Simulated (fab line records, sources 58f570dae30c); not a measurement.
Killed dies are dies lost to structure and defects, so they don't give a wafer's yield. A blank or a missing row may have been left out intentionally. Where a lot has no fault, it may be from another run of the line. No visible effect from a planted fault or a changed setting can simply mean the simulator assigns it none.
Which tool is to blame? || flow berkeley_cmos170 || 42 wafers from 14 lots sampled at 6 of the route's 331 steps

== WHAT THE GAUGES SHOWED, per wafer ==
UCB170_M1_RS_MEAS_01: uses a four-point probe to measure.
{"lot": "L993", "measured": "day 8 17:39", "on": "film_metro-02", "M1_AL_RS (ohm/sq)": "0.0481 0.0478 0.0483"}
{"lot": "L995", "measured": "day 8 19:19", "on": "film_metro-01", "M1_AL_RS (ohm/sq)": "0.0490 0.0490 0.0484"}
{"lot": "L994", "measured": "day 8 19:17", "on": "film_metro-02", "M1_AL_RS (ohm/sq)": "0.0492 0.0493 0.0487"}
{"lot": "L996", "measured": "day 9 01:48", "on": "film_metro-04", "M1_AL_RS (ohm/sq)": "0.0480 0.0482 0.0480"}
{"lot": "L997", "measured": "day 9 01:26", "on": "film_metro-01", "M1_AL_RS (ohm/sq)": "0.0487 0.0485 0.0487"}
{"lot": "L998", "measured": "day 9 09:31", "on": "film_metro-02", "M1_AL_RS (ohm/sq)": "0.0489 0.0493 0.0489"}
{"lot": "L999", "measured": "day 9 18:56", "on": "film_metro-02", "M1_AL_RS (ohm/sq)": "0.0476 0.0482 0.0479"}
{"lot": "L108", "measured": "day 11 00:10", "on": "film_metro-02", "M1_AL_RS (ohm/sq)": "0.0489 0.0402 0.0483"}
{"lot": "L106", "measured": "day 11 02:40", "on": "film_metro-02", "M1_AL_RS (ohm/sq)": "0.0482 0.0397 0.0484"}
{"lot": "L109", "measured": "day 11 14:34", "on": "film_metro-01", "M1_AL_RS (ohm/sq)": "0.0489 0.0490 0.0488"}
{"lot": "L111", "measured": "day 11 14:20", "on": "film_metro-02", "M1_AL_RS (ohm/sq)": "0.0485 0.0485 0.0485"}
{"lot": "L112", "measured": "day 12 13:44", "on": "film_metro-02", "M1_AL_RS (ohm/sq)": "0.0487 0.0495 0.0493"}
{"lot": "L113", "measured": "day 12 12:02", "on": "film_metro-02", "M1_AL_RS (ohm/sq)": "0.0483 0.0485 0.0486"}
{"lot": "L114", "measured": "day 12 11:16", "on": "film_metro-01", "M1_AL_RS (ohm/sq)": "0.0480 0.0491 0.0486"}

UCB170_M1_THK_MEAS_02: measures by xrf.
{"lot": "L993", "measured": "day 8 17:44", "on": "film_metro-02", "M1_AL_THK (nm)": "585 590 581"}
{"lot": "L995", "measured": "day 8 19:25", "on": "film_metro-01", "M1_AL_THK (nm)": "579 579 586"}
{"lot": "L994", "measured": "day 8 19:22", "on": "film_metro-02", "M1_AL_THK (nm)": "574 570 578"}
{"lot": "L996", "measured": "day 9 01:55", "on": "film_metro-04", "M1_AL_THK (nm)": "591 589 594"}
{"lot": "L997", "measured": "day 9 01:32", "on": "film_metro-01", "M1_AL_THK (nm)": "583 586 583"}
{"lot": "L998", "measured": "day 9 09:37", "on": "film_metro-02", "M1_AL_THK (nm)": "579 576 578"}
{"lot": "L999", "measured": "day 9 19:03", "on": "film_metro-02", "M1_AL_THK (nm)": "596 586 589"}
{"lot": "L108", "measured": "day 11 00:16", "on": "film_metro-02", "M1_AL_THK (nm)": "577 700 585"}
{"lot": "L106", "measured": "day 11 02:47", "on": "film_metro-02", "M1_AL_THK (nm)": "586 708 579"}
{"lot": "L109", "measured": "day 11 14:41", "on": "film_metro-01", "M1_AL_THK (nm)": "579 582 582"}
{"lot": "L111", "measured": "day 11 14:28", "on": "film_metro-02", "M1_AL_THK (nm)": "585 579 585"}
{"lot": "L112", "measured": "day 12 13:52", "on": "film_metro-02", "M1_AL_THK (nm)": "578 573 577"}
{"lot": "L113", "measured": "day 12 12:10", "on": "film_metro-02", "M1_AL_THK (nm)": "588 587 584"}
{"lot": "L114", "measured": "day 12 11:23", "on": "film_metro-01", "M1_AL_THK (nm)": "589 581 582"}

== WHICH TOOL RAN EACH LOT (tool, then ch and the chambers of the sampled wafers, then the start) ==
{"lot": "L993", "UCB170_SPACER_ETCHBACK_03": "rie_diel-03 ch 0,1, day 8 03:38", "UCB170_CONTACT_STRIP_06": "plasma_asher-03 ch 0,1, day 8 12:03", "UCB170_CONTACT_RTA_08": "rtp_anneal-01 ch 0, day 8 12:23", "UCB170_M1_SPUTTER_00": "pvd_sputter-02, day 8 17:31"}
{"lot": "L995", "UCB170_SPACER_ETCHBACK_03": "rie_diel-04 ch 0,3, day 8 03:38", "UCB170_CONTACT_STRIP_06": "plasma_asher-02 ch 0,1, day 8 13:41", "UCB170_CONTACT_RTA_08": "rtp_anneal-01 ch 0, day 8 16:20", "UCB170_M1_SPUTTER_00": "pvd_sputter-03, day 8 19:10"}
{"lot": "L994", "UCB170_SPACER_ETCHBACK_03": "rie_diel-02 ch 0,1,3, day 8 03:40", "UCB170_CONTACT_STRIP_06": "plasma_asher-04 ch 0,1, day 8 12:46", "UCB170_CONTACT_RTA_08": "rtp_anneal-02 ch 0, day 8 16:21", "UCB170_M1_SPUTTER_00": "pvd_sputter-01, day 8 19:10"}
{"lot": "L996", "UCB170_SPACER_ETCHBACK_03": "rie_diel-02 ch 1,3, day 8 11:07", "UCB170_CONTACT_STRIP_06": "plasma_asher-03 ch 0, day 8 23:26", "UCB170_CONTACT_RTA_08": "rtp_anneal-01 ch 0, day 8 23:43", "UCB170_M1_SPUTTER_00": "pvd_sputter-02, day 9 01:44"}
{"lot": "L997", "UCB170_SPACER_ETCHBACK_03": "rie_diel-03 ch 0,1,2, day 8 11:07", "UCB170_CONTACT_STRIP_06": "plasma_asher-02 ch 0,1, day 8 23:13", "UCB170_CONTACT_RTA_08": "rtp_anneal-02 ch 0, day 8 23:34", "UCB170_M1_SPUTTER_00": "pvd_sputter-01, day 9 01:20"}
{"lot": "L998", "UCB170_SPACER_ETCHBACK_03": "rie_diel-03 ch 1,2,3, day 8 22:30", "UCB170_CONTACT_STRIP_06": "plasma_asher-03 ch 0,1, day 9 07:11", "UCB170_CONTACT_RTA_08": "rtp_anneal-02 ch 0, day 9 07:28", "UCB170_M1_SPUTTER_00": "pvd_sputter-03, day 9 09:24"}
{"lot": "L999", "UCB170_SPACER_ETCHBACK_03": "rie_diel-04 ch 0,1, day 9 04:50", "UCB170_CONTACT_STRIP_06": "plasma_asher-04 ch 0,1, day 9 15:49", "UCB170_CONTACT_RTA_08": "rtp_anneal-02 ch 0, day 9 16:06", "UCB170_M1_SPUTTER_00": "pvd_sputter-01, day 9 18:52"}
{"lot": "L108", "UCB170_SPACER_ETCHBACK_03": "rie_diel-04 ch 1,3, day 10 13:28", "UCB170_CONTACT_STRIP_06": "plasma_asher-03 ch 0,1, day 10 22:03", "UCB170_CONTACT_RTA_08": "rtp_anneal-02 ch 0, day 10 22:20", "UCB170_M1_SPUTTER_00": "pvd_sputter-01, day 11 00:05"}
{"lot": "L106", "UCB170_SPACER_ETCHBACK_03": "rie_diel-02 ch 0,3, day 10 13:32", "UCB170_CONTACT_STRIP_06": "plasma_asher-04 ch 0,1, day 10 23:50", "UCB170_CONTACT_RTA_08": "rtp_anneal-01 ch 0, day 11 00:16", "UCB170_M1_SPUTTER_00": "pvd_sputter-01, day 11 02:35"}
{"lot": "L109", "UCB170_SPACER_ETCHBACK_03": "rie_diel-03 ch 0,1,2, day 11 00:47", "UCB170_CONTACT_STRIP_06": "plasma_asher-03 ch 0,1, day 11 11:39", "UCB170_CONTACT_RTA_08": "rtp_anneal-02 ch 0, day 11 11:58", "UCB170_M1_SPUTTER_00": "pvd_sputter-03, day 11 14:31"}
{"lot": "L111", "UCB170_SPACER_ETCHBACK_03": "rie_diel-02 ch 1,2, day 11 00:47", "UCB170_CONTACT_STRIP_06": "plasma_asher-04 ch 0,1, day 11 11:39", "UCB170_CONTACT_RTA_08": "rtp_anneal-01 ch 0, day 11 11:58", "UCB170_M1_SPUTTER_00": "pvd_sputter-02, day 11 14:17"}
{"lot": "L112", "UCB170_SPACER_ETCHBACK_03": "rie_diel-04 ch 0,1,2, day 12 01:10", "UCB170_CONTACT_STRIP_06": "plasma_asher-03 ch 0,1, day 12 10:59", "UCB170_CONTACT_RTA_08": "rtp_anneal-02 ch 0, day 12 11:21", "UCB170_M1_SPUTTER_00": "pvd_sputter-03, day 12 13:41"}
{"lot": "L113", "UCB170_SPACER_ETCHBACK_03": "rie_diel-02 ch 2,3, day 12 01:10", "UCB170_CONTACT_STRIP_06": "plasma_asher-02 ch 0,1, day 12 09:10", "UCB170_CONTACT_RTA_08": "rtp_anneal-01 ch 0, day 12 09:26", "UCB170_M1_SPUTTER_00": "pvd_sputter-02, day 12 11:59"}
{"lot": "L114", "UCB170_SPACER_ETCHBACK_03": "rie_diel-03 ch 0,1,2, day 12 01:10", "UCB170_CONTACT_STRIP_06": "plasma_asher-04 ch 0,1, day 12 08:58", "UCB170_CONTACT_RTA_08": "rtp_anneal-02 ch 0, day 12 09:15", "UCB170_M1_SPUTTER_00": "pvd_sputter-03, day 12 11:13"}
- UCB170_SPACER_ETCHBACK_03: etches SiO2 in CHF3/CF4/Ar, stops on Si, target depth 376 nm, time 100 s.
- UCB170_CONTACT_STRIP_06: strips in O2.
- UCB170_CONTACT_RTA_08: time 10 s.
- UCB170_M1_SPUTTER_00: material Al, target thk 600 nm, time 80 s.

== AS READ BY THE TOOLS THEMSELVES (means over the sampled wafers that have a number; for cases with no such wafer, the mark the record gives instead) ==
UCB170_SPACER_ETCHBACK_03.
{"lot": "L993", "tool": "rie_diel-03", "drypump_motor_current_A (A)": 6.2, "oes_product_au (a.u.)": 0.911, "throttle_valve_pct (%)": 6.48}
{"lot": "L995", "tool": "rie_diel-04", "drypump_motor_current_A (A)": 5.8, "oes_product_au (a.u.)": 0.891, "throttle_valve_pct (%)": 6.39}
{"lot": "L994", "tool": "rie_diel-02", "drypump_motor_current_A (A)": 5.6, "oes_product_au (a.u.)": 0.906, "throttle_valve_pct (%)": 6.47}
{"lot": "L996", "tool": "rie_diel-02", "drypump_motor_current_A (A)": 5.7, "oes_product_au (a.u.)": 0.902, "throttle_valve_pct (%)": 6.63}
{"lot": "L997", "tool": "rie_diel-03", "drypump_motor_current_A (A)": 5.9, "oes_product_au (a.u.)": 0.910, "throttle_valve_pct (%)": 6.53}
{"lot": "L998", "tool": "rie_diel-03", "drypump_motor_current_A (A)": 5.8, "oes_product_au (a.u.)": 0.934, "throttle_valve_pct (%)": 6.54}
{"lot": "L999", "tool": "rie_diel-04", "drypump_motor_current_A (A)": 5.7, "oes_product_au (a.u.)": 0.909, "throttle_valve_pct (%)": 6.45}
{"lot": "L108", "tool": "rie_diel-04", "drypump_motor_current_A (A)": 5.7, "oes_product_au (a.u.)": 0.891, "throttle_valve_pct (%)": 6.36}
{"lot": "L106", "tool": "rie_diel-02", "drypump_motor_current_A (A)": 5.6, "oes_product_au (a.u.)": 0.915, "throttle_valve_pct (%)": 6.37}
{"lot": "L109", "tool": "rie_diel-03", "drypump_motor_current_A (A)": 5.9, "oes_product_au (a.u.)": 0.906, "throttle_valve_pct (%)": 6.52}
{"lot": "L111", "tool": "rie_diel-02", "drypump_motor_current_A (A)": 5.6, "oes_product_au (a.u.)": 0.890, "throttle_valve_pct (%)": 6.63}
{"lot": "L112", "tool": "rie_diel-04", "drypump_motor_current_A (A)": 5.9, "oes_product_au (a.u.)": 0.902, "throttle_valve_pct (%)": 6.47}
{"lot": "L113", "tool": "rie_diel-02", "drypump_motor_current_A (A)": 5.6, "oes_product_au (a.u.)": 0.910, "throttle_valve_pct (%)": 6.53}
{"lot": "L114", "tool": "rie_diel-03", "drypump_motor_current_A (A)": 5.9, "oes_product_au (a.u.)": 0.892, "throttle_valve_pct (%)": 6.53}

UCB170_CONTACT_STRIP_06.
{"lot": "L993", "tool": "plasma_asher-03", "drypump_motor_current_A (A)": 5.4, "oes_product_au (a.u.)": 0.735, "strip_time_to_endpoint_s (s)": 21.96}
{"lot": "L995", "tool": "plasma_asher-02", "drypump_motor_current_A (A)": 5.6, "oes_product_au (a.u.)": 0.738, "strip_time_to_endpoint_s (s)": 21.98}
{"lot": "L994", "tool": "plasma_asher-04", "drypump_motor_current_A (A)": 5.6, "oes_product_au (a.u.)": 0.734, "strip_time_to_endpoint_s (s)": 22.03}
{"lot": "L996", "tool": "plasma_asher-03", "drypump_motor_current_A (A)": 5.2, "oes_product_au (a.u.)": 0.731, "strip_time_to_endpoint_s (s)": 21.98}
{"lot": "L997", "tool": "plasma_asher-02", "drypump_motor_current_A (A)": 5.6, "oes_product_au (a.u.)": 0.741, "strip_time_to_endpoint_s (s)": 21.88}
{"lot": "L998", "tool": "plasma_asher-03", "drypump_motor_current_A (A)": 5.6, "oes_product_au (a.u.)": 0.736, "strip_time_to_endpoint_s (s)": 21.99}
{"lot": "L999", "tool": "plasma_asher-04", "drypump_motor_current_A (A)": 5.9, "oes_product_au (a.u.)": 0.737, "strip_time_to_endpoint_s (s)": 22.01}
{"lot": "L108", "tool": "plasma_asher-03", "drypump_motor_current_A (A)": 5.6, "oes_product_au (a.u.)": 0.738, "strip_time_to_endpoint_s (s)": 21.88}
{"lot": "L106", "tool": "plasma_asher-04", "drypump_motor_current_A (A)": 5.6, "oes_product_au (a.u.)": 0.736, "strip_time_to_endpoint_s (s)": 21.95}
{"lot": "L109", "tool": "plasma_asher-03", "drypump_motor_current_A (A)": 5.4, "oes_product_au (a.u.)": 0.739, "strip_time_to_endpoint_s (s)": 21.96}
{"lot": "L111", "tool": "plasma_asher-04", "drypump_motor_current_A (A)": 5.9, "oes_product_au (a.u.)": 0.733, "strip_time_to_endpoint_s (s)": 22.06}
{"lot": "L112", "tool": "plasma_asher-03", "drypump_motor_current_A (A)": 5.4, "oes_product_au (a.u.)": 0.735, "strip_time_to_endpoint_s (s)": 21.95}
{"lot": "L113", "tool": "plasma_asher-02", "drypump_motor_current_A (A)": 6.0, "oes_product_au (a.u.)": 0.735, "strip_time_to_endpoint_s (s)": 21.90}
{"lot": "L114", "tool": "plasma_asher-04", "drypump_motor_current_A (A)": 5.9, "oes_product_au (a.u.)": 0.732, "strip_time_to_endpoint_s (s)": 22.00}

UCB170_CONTACT_RTA_08.
{"lot": "L993", "tool": "rtp_anneal-01", "chamber_o2_ppm": 1.972, "lamp_power_pct (%)": 24.53, "wafer_temp_C_max": 903.7}
{"lot": "L995", "tool": "rtp_anneal-01", "chamber_o2_ppm": 2.019, "lamp_power_pct (%)": 24.52, "wafer_temp_C_max": 903.4}
{"lot": "L994", "tool": "rtp_anneal-02", "chamber_o2_ppm": 1.996, "lamp_power_pct (%)": 24.26, "wafer_temp_C_max": 906.0}
{"lot": "L996", "tool": "rtp_anneal-01", "chamber_o2_ppm": 1.973, "lamp_power_pct (%)": 24.51, "wafer_temp_C_max": 903.5}
{"lot": "L997", "tool": "rtp_anneal-02", "chamber_o2_ppm": 2.007, "lamp_power_pct (%)": 24.26, "wafer_temp_C_max": 904.4}
{"lot": "L998", "tool": "rtp_anneal-02", "chamber_o2_ppm": 2.024, "lamp_power_pct (%)": 24.24, "wafer_temp_C_max": 905.3}
{"lot": "L999", "tool": "rtp_anneal-02", "chamber_o2_ppm": 2.003, "lamp_power_pct (%)": 24.24, "wafer_temp_C_max": 904.8}
{"lot": "L108", "tool": "rtp_anneal-02", "chamber_o2_ppm": 1.993, "lamp_power_pct (%)": 24.26, "wafer_temp_C_max": 905.0}
{"lot": "L106", "tool": "rtp_anneal-01", "chamber_o2_ppm": 2.006, "lamp_power_pct (%)": 24.51, "wafer_temp_C_max": 904.0}
{"lot": "L109", "tool": "rtp_anneal-02", "chamber_o2_ppm": 1.983, "lamp_power_pct (%)": 24.25, "wafer_temp_C_max": 905.6}
{"lot": "L111", "tool": "rtp_anneal-01", "chamber_o2_ppm": 1.997, "lamp_power_pct (%)": 24.52, "wafer_temp_C_max": 904.0}
{"lot": "L112", "tool": "rtp_anneal-02", "chamber_o2_ppm": 1.977, "lamp_power_pct (%)": 24.27, "wafer_temp_C_max": 906.4}
{"lot": "L113", "tool": "rtp_anneal-01", "chamber_o2_ppm": 2.005, "lamp_power_pct (%)": 24.51, "wafer_temp_C_max": 903.4}
{"lot": "L114", "tool": "rtp_anneal-02", "chamber_o2_ppm": 1.982, "lamp_power_pct (%)": 24.26, "wafer_temp_C_max": 905.6}

UCB170_M1_SPUTTER_00.
{"lot": "L993", "tool": "pvd_sputter-02", "cathode_dc_power_W (W)": 6000.4, "throttle_valve_pct (%)": 29.4}
{"lot": "L995", "tool": "pvd_sputter-03", "cathode_dc_power_W (W)": 5999.7, "throttle_valve_pct (%)": 30.1}
{"lot": "L994", "tool": "pvd_sputter-01", "cathode_dc_power_W (W)": 6000.7, "throttle_valve_pct (%)": 32.0}
{"lot": "L996", "tool": "pvd_sputter-02", "cathode_dc_power_W (W)": 6001.0, "throttle_valve_pct (%)": 29.4}
{"lot": "L997", "tool": "pvd_sputter-01", "cathode_dc_power_W (W)": 5999.9, "throttle_valve_pct (%)": 30.2}
{"lot": "L998", "tool": "pvd_sputter-03", "cathode_dc_power_W (W)": 5999.9, "throttle_valve_pct (%)": 29.8}
{"lot": "L999", "tool": "pvd_sputter-01", "cathode_dc_power_W (W)": 5999.2, "throttle_valve_pct (%)": 30.4}
{"lot": "L108", "tool": "pvd_sputter-01", "cathode_dc_power_W (W)": 6413.5, "throttle_valve_pct (%)": 30.6}
{"lot": "L106", "tool": "pvd_sputter-01", "cathode_dc_power_W (W)": 6412.1, "throttle_valve_pct (%)": 30.7}
{"lot": "L109", "tool": "pvd_sputter-03", "cathode_dc_power_W (W)": 6000.5, "throttle_valve_pct (%)": 29.5}
{"lot": "L111", "tool": "pvd_sputter-02", "cathode_dc_power_W (W)": 5999.6, "throttle_valve_pct (%)": 29.9}
{"lot": "L112", "tool": "pvd_sputter-03", "cathode_dc_power_W (W)": 5998.6, "throttle_valve_pct (%)": 29.6}
{"lot": "L113", "tool": "pvd_sputter-02", "cathode_dc_power_W (W)": 5999.9, "throttle_valve_pct (%)": 29.9}
{"lot": "L114", "tool": "pvd_sputter-03", "cathode_dc_power_W (W)": 6001.1, "throttle_valve_pct (%)": 30.0}

== THE ANSWER, worked out from the rows above alone ==
Rule: usual is defined by the lots themselves. Put in order of their means at a reading, lots are off if they are a third of the lots or fewer, leave a main group of 4 or more, and stand apart from it by a gap of 3 or more times the standard deviation of the main group's means; of several such gaps the widest counts. Not used: any main group whose means are identical at the precision the tables above print for the reading. A lot without any number at a reading at which 4 lots or more have one is off too. Where the step has rows for the other lots, those lots are counted as sound. Order of review: gauges by route order, followed by the tools' own readings, for which a lot's mean as printed above is used. The first step at which some lot is off is used, and at that step the reading that is off furthest; a lot without a number counts as furthest.
Off: L108, L106, seen at UCB170_M1_RS_MEAS_01 (M1_AL_RS). For the main group the mean is 0.0486 ohm/sq and the standard deviation 0.0004.
If a tool, at a process step before that reading, ran all the lots that are off and no sound lot after the first of them, it fits. The gauges at UCB170_M1_RS_MEAS_01 aren't tried: what is off there is off at UCB170_M1_SPUTTER_00 too, on other tools, and a gauge's error can't cause that. One candidate fits, namely pvd_sputter-01 at UCB170_M1_SPUTTER_00. Its last sound lot is L999 (day 9 18:52), its first lot that is off L108 (day 11 00:05): a fault that began between those two fits.
The tool's own readings at UCB170_M1_SPUTTER_00 bear it out: on the lots that are off they differ by more than 5 times the standard deviation of the sound lots' means. cathode_dc_power_W reads 6412.8 W there against 6000.0 W on the sound lots.

== WHAT THE SIMULATOR HAD PUT IN ==
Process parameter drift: pvd_sputter-01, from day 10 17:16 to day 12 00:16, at UCB170_M1_SPUTTER_00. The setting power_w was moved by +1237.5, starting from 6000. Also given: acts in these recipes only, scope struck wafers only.
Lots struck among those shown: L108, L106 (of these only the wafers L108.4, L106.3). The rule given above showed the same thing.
